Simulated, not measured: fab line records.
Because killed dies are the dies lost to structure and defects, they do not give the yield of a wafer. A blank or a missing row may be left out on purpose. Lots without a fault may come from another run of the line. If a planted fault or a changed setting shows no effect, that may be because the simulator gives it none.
fab line records | flow rit_cmos | part 2 of 2: steps 43 to 44 of 44
[record] lots = 7 wafers = 21 last_day = 6
route steps=202 shown PLDD@116 SPACER@125 NSD@131 PSD@142 SDANNEAL@153 SILICIDE@161 M1@202
lots that met no fault: taken from a fault-free run of the same line
start_h: the number of hours between the record's first day and the start of the first shown wafer of the lot | wait_h: time in hours since the lot's previous step | " repeats the value in the row above | L1.1+2: several wafers, shown together as one row | - value missing, or start not given | * or withheld: withheld | < > ~ a bound
route shown NAME@n: a module of which the file shows steps, and the number in the route of the first | usual: mean/standard deviation taken from wafers without a fault | same: alike in all rows | chamber/n: place in a boat | sites: each site's reading | _std_site: the standard deviation of these | _edge_site: the outer-site mean with the inner-site mean subtracted | radius_mm: for every site, how far away it sits from the centre of the wafer | mask NAME#n: copy n | behind: the tool/chamber that last shaped the wafer | hold: what put the lot on hold/how long, in hours/how the hold closed | device: the transistor (n, p or np) that didn't switch | end of line: tests run on the same wafers once the route is complete | for a step that has no rows: nothing shown but its recipe | killed: dies lost to structure and defects at the first sort, not the wafer's yield | map: shows each die of a wafer: x if killed, . if not, _ if none is there
set.NAME: the run value of the setting; set.NAME@STEP: its run value at that earlier step | model.NAME: the simulator's own value behind a step, which no gauge read
certain route steps with their lots: each step a table, each wafer a row
services: the hour from which a tool's chamber was out of use, counted from the record's first day as start_h (under 0 if before that day), plus the number of hours and why
[[steps]]
[step RIT_SILICIDE_WET_ETCH_00]
[recipe] chemistry = BOE target = SiO2 target_depth_nm = 14 time_s = 15 dry = n2_spin dilution = 10:1 temp_c = 21.5
[usual] bath_heat_duty_pct = 1.7/0.36
// columns lot.wafer tool chamber start_h wait_h bath_heat_duty_pct model.Si3N4_of_SPACER_CVD_03.thk_nm
L488.1 wet_bench-03 1 56.34 0.1 2.1 191.8
L488.3 " 1 " " 1.8 193.7
L488.4 " 1 " " 1.9 194.7
L490.2 wet_bench-03 2 66.56 0.1 1.3 196.2
L490.3 " 2 " " 1.4 197.4
L490.4 " 2 " " 1.8 197.5
L493.1 wet_bench-03 2 82.01 0.1 1.5 225.2
L493.2 " 2 " " 2.0 222.1
L493.5 " 2 " " 1.9 221.1
L494.3 wet_bench-01 2 90.70 0.1 2.1 218.4
L494.4 " 2 " " 1.3 220.9
L494.6 " 2 " " 1.5 220.4
L495.1 wet_bench-03 2 92.08 0.1 1.2 225.1
L495.3 " 2 " " 1.6 222.9
L495.4 " 2 " " 2.3 223.1
L501.1 wet_bench-01 3 123.13 0.1 1.6 193.6
L501.5 " 3 " " 1.6 191.5
L501.6 " 3 " " 1.6 193.5
L505.3 wet_bench-03 0 145.21 0.1 1.1 197.3
L505.4 " 0 " " 2.3 193.8
L505.5 " 0 " " 2.2 196.4
[step RIT_M1_PROBE_99]
[usual] killed_at_M0_to_M3 = 0.1/0.34 killed_at_front_end = 7/3.1 killed_dies = 7/3.1 killed_open = 3.5/1.9 killed_short = 3.4/2.1
[same] gross_dies = 264 killed_at_M4_up = 0 killed_at_back_side = 0 killed_at_contacts = 0 killed_at_other = 0
// columns lot.wafer tool chamber start_h wait_h killed_at_M0_to_M3 killed_at_front_end killed_dies killed_open killed_short model.etest.pplus_sal.width_nm model.etest.nplus_sal.width_nm model.etest.nmos_0p15.r_on_ohm_um model.etest.nwell_pinched.rs_ohm_sq model.etest.pwell_pinched.rs_ohm_sq model.etest.nmos_0p3.drive_ua_um model.etest.contact_nplus.end_ohm_um model.etest.field_p_metal.vt_v
L488.1 prober-01 - 63.74 0.1 0 2 2 0 2 3442 3438 1188 347.4 460.5 216.2 43.95 -28.66
L488.3 prober-01 - 63.84 0.2 0 7 7 5 2 3431 3426 1190 343.6 452.3 217.8 43.1 -28.87
L488.4 prober-01 - 63.89 0.2 1 8 9 5 3 3438 3416 1175 342.7 447.2 215.7 42.34 -29.22
L490.2 prober-01 - 74.32 0.1 0 7 7 6 1 3428 3428 1181 343.5 456.8 219.5 42.16 -27.79
L490.3 prober-01 - 74.37 0.2 0 1 1 1 0 3405 3431 1149 345.9 452.2 221.1 42.48 -27.2
L490.4 prober-01 - 74.42 0.2 0 8 8 5 3 3421 3424 1141 338.8 458.2 218.6 42.44 -28.07
L493.1 prober-02 - 89.10 0.1 0 11 11 8 3 3327 3342 1122 315.8 428 205.7 37.84 -30.39
L493.2 prober-02 - 89.15 0.1 0 6 6 2 4 3408 3392 1121 325.7 439.5 212.9 39.88 -29.92
L493.5 prober-02 - 89.30 0.2 0 6 6 3 3 3378 3403 1157 327.6 432.9 205 39.42 -29.95
L494.3 prober-01 - 98.95 0.2 0 5 5 2 3 3375 3352 1070 326.8 436.5 217.5 39.32 -30.09
L494.4 prober-01 - 99.00 0.2 0 5 5 2 3 3346 3355 1097 326.4 432.7 216 38.11 -29.94
L494.6 prober-01 - 99.10 0.2 0 14 14 5 9 3340 3353 1070 326.2 439.7 216.3 38.27 -30.13
L495.1 prober-02 - 100.35 0.1 1 10 11 2 7 3311 3326 1083 318.4 433.1 203.2 36.52 -29.45
L495.3 prober-02 - 100.45 0.2 0 5 5 3 2 3365 3365 1055 324.4 437.6 207 36.85 -29.28
L495.4 prober-02 - 100.50 0.2 0 9 9 6 3 3370 3344 1088 326.3 435.8 207.2 36.43 -29.23
L501.1 prober-02 - 130.38 0.1 0 9 9 6 3 3451 3425 1139 344.8 458.6 225.5 40.74 -28.58
L501.5 prober-02 - 130.58 0.2 0 7 7 4 2 3434 3457 1150 348.9 463.4 230.8 41.54 -28.09
L501.6 prober-02 - 130.63 0.2 0 8 8 3 5 3464 3434 1141 348.7 456.8 229.8 41.67 -28.6
L505.3 prober-02 - 152.67 0.2 0 4 4 3 1 3424 3416 1124 339.4 456.6 211 40.34 -28.03
L505.4 prober-02 - 152.72 0.2 0 4 4 2 2 3418 3413 1180 345.9 461.5 218.5 41.59 -27.73
L505.5 prober-02 - 152.77 0.2 0 7 7 4 3 3411 3422 1125 338.6 451.3 218.3 39.3 -28.07
// killed by level:class
L488.1 GATE:geometric_particle:short=1 REOX:geometric_particle:short=1
L488.3 GATE:geometric_particle:open=2 FOX2:geometric_particle:open=1 FOX2:geometric_particle:short=1 GATE:geometric_particle:short=1 REOX:geometric_particle:open=1 SPACER:geometric_particle:open=1
L488.4 REOX:geometric_particle:open=2 SPACER:geometric_particle:open=2 FOX1:geometric_particle:short=1 M1:coat_microbubble_printed=1 FOX2:geometric_particle:open=1 GATE:geometric_particle:short=1 REOX:geometric_particle:short=1
L490.2 GATE:geometric_particle:open=3 SILICIDE:geometric_particle:open=3 GATE:geometric_particle:short=1
L490.3 GATE:geometric_particle:open=1
L490.4 GATE:geometric_particle:short=3 GATE:geometric_particle:open=2 REOX:geometric_particle:open=2 SPACER:geometric_particle:open=1
L493.1 GATE:geometric_particle:open=5 FOX1:geometric_particle:open=2 REOX:geometric_particle:short=2 FOX1:geometric_particle:short=1 REOX:geometric_particle:open=1
L493.2 REOX:geometric_particle:short=2 FOX1:geometric_particle:short=1 GATE:geometric_particle:short=1 REOX:geometric_particle:open=1 SILICIDE:geometric_particle:open=1
L493.5 REOX:geometric_particle:short=2 FOX1:geometric_particle:open=1 FOX2:geometric_particle:open=1 GATE:geometric_particle:open=1 GATE:geometric_particle:short=1
L494.3 SPACER:geometric_particle:short=2 FOX2:geometric_particle:short=1 GATE:geometric_particle:open=1 SILICIDE:geometric_particle:open=1
L494.4 SILICIDE:geometric_particle:short=2 FOX2:geometric_particle:short=1 REOX:geometric_particle:open=1 SILICIDE:geometric_particle:open=1
L494.6 GATE:geometric_particle:short=3 FOX2:geometric_particle:short=2 GATE:geometric_particle:open=2 SILICIDE:geometric_particle:short=2 FOX1:geometric_particle:open=1 REOX:geometric_particle:short=1 SPACER:geometric_particle:open=1 SPACER:geometric_particle:short=1
L495.1 SILICIDE:geometric_particle:short=3 FOX1:geometric_particle:short=2 GATE:geometric_particle:short=2 SPACER:area_etchback=2 SILICIDE:geometric_particle:open=1 M1:geometric_particle:open=1
L495.3 GATE:geometric_particle:open=2 FOX1:geometric_particle:short=1 REOX:geometric_particle:open=1 SILICIDE:geometric_particle:short=1
L495.4 REOX:geometric_particle:open=3 FOX1:geometric_particle:short=2 FOX1:geometric_particle:open=1 GATE:geometric_particle:open=1 GATE:geometric_particle:short=1 SILICIDE:geometric_particle:open=1
L501.1 SPACER:geometric_particle:open=3 FOX1:geometric_particle:open=2 GATE:geometric_particle:short=2 FOX2:geometric_particle:short=1 GATE:geometric_particle:open=1
L501.5 FOX1:geometric_particle:open=2 SPACER:geometric_particle:open=2 FOX2:geometric_particle:short=1 GATE:geometric_particle:short=1 GATE:coat_microbubble_printed=1
L501.6 GATE:geometric_particle:short=3 GATE:geometric_particle:open=2 FOX1:geometric_particle:short=1 REOX:geometric_particle:open=1 SPACER:geometric_particle:short=1
L505.3 FOX1:geometric_particle:open=1 GATE:geometric_particle:open=1 REOX:geometric_particle:open=1 SILICIDE:geometric_particle:short=1
L505.4 FOX2:geometric_particle:open=2 FOX1:geometric_particle:short=1 GATE:geometric_particle:short=1
L505.5 GATE:geometric_particle:open=2 SILICIDE:geometric_particle:open=2 FOX1:geometric_particle:short=1 GATE:geometric_particle:short=1 SPACER:geometric_particle:short=1
[[services]]
// columns tool chamber start_h hours kind
plasma_asher-02 - 38.91 14.6 pm
rie_diel-01 - 39.73 0.3 repair
lpcvd-02 - 53.12 1.8 repair
plasma_asher-01 - 59.59 11.9 repair
rie_diel-02 - 72.63 2.8 pm
wet_bench-01 - 74.24 1.2 repair
rie_diel-04 - 75.68 0.6 repair
rie_diel-04 1 97.35 7.6 repair
rie_diel-04 0 101.10 4.5 repair
plasma_asher-04 - 101.70 3.8 repair
rie_diel-01 0 106.33 - clean
rie_diel-01 0 106.33 22.8 scheduled_down
rie_diel-01 0 106.33 22.8 vent_cycle
plasma_asher-04 - 108.75 9.0 pm
plasma_asher-04 0 108.75 9.0 vent_cycle
plasma_asher-04 1 108.75 9.0 vent_cycle
rie_diel-04 3 109.76 2.6 repair
plasma_asher-04 0 117.75 - clean
plasma_asher-04 1 117.75 - clean
rie_diel-04 0 121.56 1.8 repair
[[key]]
[first_sign] step = RIT_SPACER_CVD_03 reading = nh3_flow_sccm direction = up sigmas = 61 usual = 150.1 struck = 180.1
[effect] step = RIT_SPACER_THK_MEAS_04 reading = SPACER_NITRIDE_THK direction = up sigmas = 14 usual = 250.3 struck = 285.4
[effect] step = RIT_SPACER_ETCHBACK_05 reading = oes_product_au direction = up sigmas = 5.5 usual = 0.840 struck = 0.923
[model_effect] step = RIT_SPACER_CVD_03 value = Si3N4_of_SPACER_CVD_03.thk_nm without = 249.5 struck = 285.3
[model_effect] step = RIT_SPACER_ETCHBACK_05 value = etch.depth_nm without = 249.5 struck = 285.3
[model_effect] step = RIT_SILICIDE_WET_ETCH_00 value = Si3N4_of_SPACER_CVD_03.thk_nm without = 194.2 struck = 222.1
[model_effect] step = RIT_M1_PROBE_99 value = etest.pplus_sal.width_nm without = 3426 struck = 3358
met_at RIT_SPACER_CVD_03
struck_wafers L493.1,L493.2,L493.5,L494.3,L494.4,L494.6,L495.1,L495.3,L495.4
tester_left_out L493,L494,L495
onset_between 60.56 75.10
[fault] kind = process_parameter_drift tool = lpcvd-01 chamber = - onset_h = 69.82 steps = RIT_SPACER_CVD_03 channel = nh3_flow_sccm offset = 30 shape = step end_h = 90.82 acts_in = these_recipes_only stated = 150
// tester_left_out: of these lots the tester's yield and bins aren't shown, on N5 and GAA mostly nor the transistor test; their killed dies are dies lost to structure and defects alone, not to doping, threshold or leakage, so they don't give the yield
